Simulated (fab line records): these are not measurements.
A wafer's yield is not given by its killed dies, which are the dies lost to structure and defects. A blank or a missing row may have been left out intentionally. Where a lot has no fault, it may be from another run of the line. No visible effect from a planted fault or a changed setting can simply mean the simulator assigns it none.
A lot that was struck, set against a sound lot | flow berkeleyCmos170 | 14 steps out of a route of 331
Sound: these wafers, L966.1, L966.5, L966.6. Struck: wafers L970.3, L970.4, L970.5. At the end, the cause is stated.
Per side, at each step with rows, come the tool, then ch with its chambers, and then its first start. Under that, the readings that differ: sound wafers | struck wafers | difference of the means | sigmas: that difference in standard deviations of wafers without a fault.
alike: words and numbers the same on both sides, and readings whose means are apart by under 2 such deviations; not compared: readings that were withheld, readings missing a value for some wafer, numbers with overlapping values and no deviation given by the record, and bounds like >300 which may hide the same value.
A row with sigmas, a row that says differs or no value, or rows on one side alone: a step with any of these is where the two part. Non-overlapping numbers with no deviation appear without sigmas and do not part them. Lack of a reading on every wafer of one side parts them only where that side has two or more wafers.

first, 1 step without rows for these wafers: UCB170_M2_PRE_CLEAN_00 (preclean etch time 60 s).
UCB170_M2_SPUTTER_01: material Al, target thk 900 nm, time 120 s.
  sound: pvdSputter-03 at day 8 10:50; struck: pvdSputter-03 at day 9 02:55
  alike: throttleValvePct
UCB170_M2_RS_MEAS_02: uses a four-point probe to measure.
  sound: filmMetro-02 at day 8 10:55; struck: filmMetro-01 at day 9 03:02
  alike: M2_AL_RS
UCB170_M2_THK_MEAS_03: measures by xrf.
  sound: filmMetro-02 at day 8 11:02; struck: filmMetro-01 at day 9 03:08
reading        | sound       | struck      | difference | sigmas
M2_AL_THK (nm) | 877 876 886 | 907 909 901 | +26        | +3
then, 3 steps without rows for these wafers: UCB170_M2_HMDS_04 (prime time 60 s); UCB170_M2_COAT_05 (resist thk 900 nm); UCB170_M2_SOFTBAKE_06 (time 60 s).
UCB170_M2_STRIP_07: strips in O2.
  sound on plasmaAsher-03 ch 0,1, day 8 11:33; struck on plasmaAsher-03 ch 0,1, day 9 03:40
  alike: drypumpMotorCurrentA, oesProductAu, stripTimeToEndpointS
  not compared: rfHoursCounterH
then, 4 steps without rows for these wafers: UCB170_M2_STRIP_08 (strips KrF in DMSO, time 600 s); UCB170_M2_COAT_09; UCB170_M2_COAT_10 (resist thk 900 nm); UCB170_M2_SOFTBAKE_11 (time 60 s).
UCB170_M2_EXPOSE_12: exposes mask METAL2, target cd 700 nm.
  struck on krfScanner-01, day 9 04:23; sound on krfScanner-02 ch 0, day 8 12:30
  no value came back on the struck wafers for exposureDoseMJCm2, focusOffsetNm (nm), sigmaOuter; on the sound wafers exposureDoseMJCm2 reads 26.021 25.964 26.012
  alike: mask
following that, these wafers have no rows for 1 step: UCB170_M2_PEB_13.

## WHERE THEY PART
First at UCB170_M2_THK_MEAS_03; last, within this record, at UCB170_M2_EXPOSE_12.

WHY: the cause the simulator had injected
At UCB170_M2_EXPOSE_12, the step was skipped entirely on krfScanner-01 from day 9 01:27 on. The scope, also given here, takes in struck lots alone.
